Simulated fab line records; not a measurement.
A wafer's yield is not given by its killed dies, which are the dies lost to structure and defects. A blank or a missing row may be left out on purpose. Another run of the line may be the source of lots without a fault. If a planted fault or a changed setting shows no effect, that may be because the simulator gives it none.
Check for tools in common | flow berkeley-cmos170 | 14 lots, 42 wafers sampled

REASON FOR OPENING
2 of 14 lots carry a flag on the reading V1_TEOS_THK at UCB170_V1_THK_MEAS_01. No-fault wafers: 2005 nm, standard deviation 32.
Rule: flag the lot when none of its wafers has a number, or when each of its wafers that has one lies beyond 4 standard deviations from that mean. The other lots count as sound.

lot  | measured     | on            | V1_TEOS_THK (nm), wafer by wafer | flag
L486 | day 6 21:59  | film-metro-03 | 2012 1989 1991                   |
L489 | day 7 23:43  | film-metro-03 | 2002 2000 2015                   |
L490 | day 8 09:38  | film-metro-01 | 2015 1992 2032                   |
L491 | day 8 09:38  | film-metro-04 | 1977 2011 1994                   |
L492 | day 8 09:39  | film-metro-03 | 2011 1984 2079                   |
L494 | day 9 10:15  | film-metro-04 | 1989 2040 2045                   |
L495 | day 9 19:52  | film-metro-03 | 1993 1991 2000                   |
L499 | day 10 08:14 | film-metro-01 | 2004 2013 2026                   |
L500 | day 10 08:15 | film-metro-03 | 1935 2001 1963                   |
L504 | day 10 23:27 | film-metro-03 | 2654 2667 2721                   | FLAGGED
L505 | day 11 12:08 | film-metro-01 | 2598 2626 2644                   | FLAGGED
L506 | day 11 12:08 | film-metro-03 | 1957 2030 2002                   |
L507 | day 11 23:14 | film-metro-03 | 2015 2022 2044                   |
L509 | day 12 03:26 | film-metro-03 | 1948 1969 1956                   |
Average over the flagged lots: 2652 nm; offset from the usual +647 nm, equal to +20 standard deviations.

WHICH TOOL EACH LOT WENT THROUGH
The record holds 1 process step before the reading, out of a route of 331 steps. In each cell: the tool, then ch and the chambers that the sampled wafers went through, then the start.
lot  | flag    | UCB170_V1_CVD_00
L486 |         | pecvd-01 ch 0,2, day 6 21:50
L489 |         | pecvd-04 ch 0,1,2, day 7 23:34
L490 |         | pecvd-02 ch 0,1, day 8 09:29
L491 |         | pecvd-04 ch 0,2, day 8 09:29
L492 |         | pecvd-01 ch 0,2, day 8 09:29
L494 |         | pecvd-01 ch 0,1, day 9 10:01
L495 |         | pecvd-02 ch 0,2, day 9 19:37
L499 |         | pecvd-01 ch 1,2, day 10 08:04
L500 |         | pecvd-04 ch 0,1,2, day 10 08:04
L504 | FLAGGED | pecvd-02 ch 1,2, day 10 23:18
L505 | FLAGGED | pecvd-02 ch 0,1, day 11 11:58
L506 |         | pecvd-04 ch 1,2, day 11 11:58
L507 |         | pecvd-01 ch 0,1,2, day 11 23:04
L509 |         | pecvd-04 ch 1,2, day 12 03:16
What is done by these steps:
- UCB170_V1_CVD_00: deposits SiO2 from TEOS/O2, target thk 2000 nm, time 250 s.
- UCB170_V1_THK_MEAS_01

FLAGGED OVER TOTAL, TOOL BY TOOL (the gauges that took the reading come last)
step                  | tool          | lots run | flagged | share of the flagged lots | sound lots run after its first flagged lot
UCB170_V1_CVD_00      | pecvd-01      | 5        | 0       | none                      | -
UCB170_V1_CVD_00      | pecvd-02      | 4        | 2       | all                       | 0
UCB170_V1_CVD_00      | pecvd-04      | 5        | 0       | none                      | -
UCB170_V1_THK_MEAS_01 | film-metro-01 | 3        | 1       | some                      | 0
UCB170_V1_THK_MEAS_01 | film-metro-03 | 9        | 1       | some                      | 3 (L506,L507,L509)
UCB170_V1_THK_MEAS_01 | film-metro-04 | 2        | 0       | none                      | -

WHAT IS ALLOWED BY THE TABLE
In the table, 1 row covers all flagged lots: pecvd-02 at UCB170_V1_CVD_00.
- pecvd-02 at UCB170_V1_CVD_00 ran 4 lots, 2 of them flagged. It ran its last sound lot, L495, at day 9 19:37 and its first flagged lot, L504, at day 10 23:18: a fault with its onset between the two fits.
pecvd-02 at UCB170_V1_CVD_00 is the single tool remaining.

WHAT THE SIMULATOR PUT IN
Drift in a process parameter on pecvd-02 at UCB170_V1_CVD_00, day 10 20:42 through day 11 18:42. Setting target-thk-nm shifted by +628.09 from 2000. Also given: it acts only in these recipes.
Shown lots that were struck: L504, L505. Same finding as the rule above.
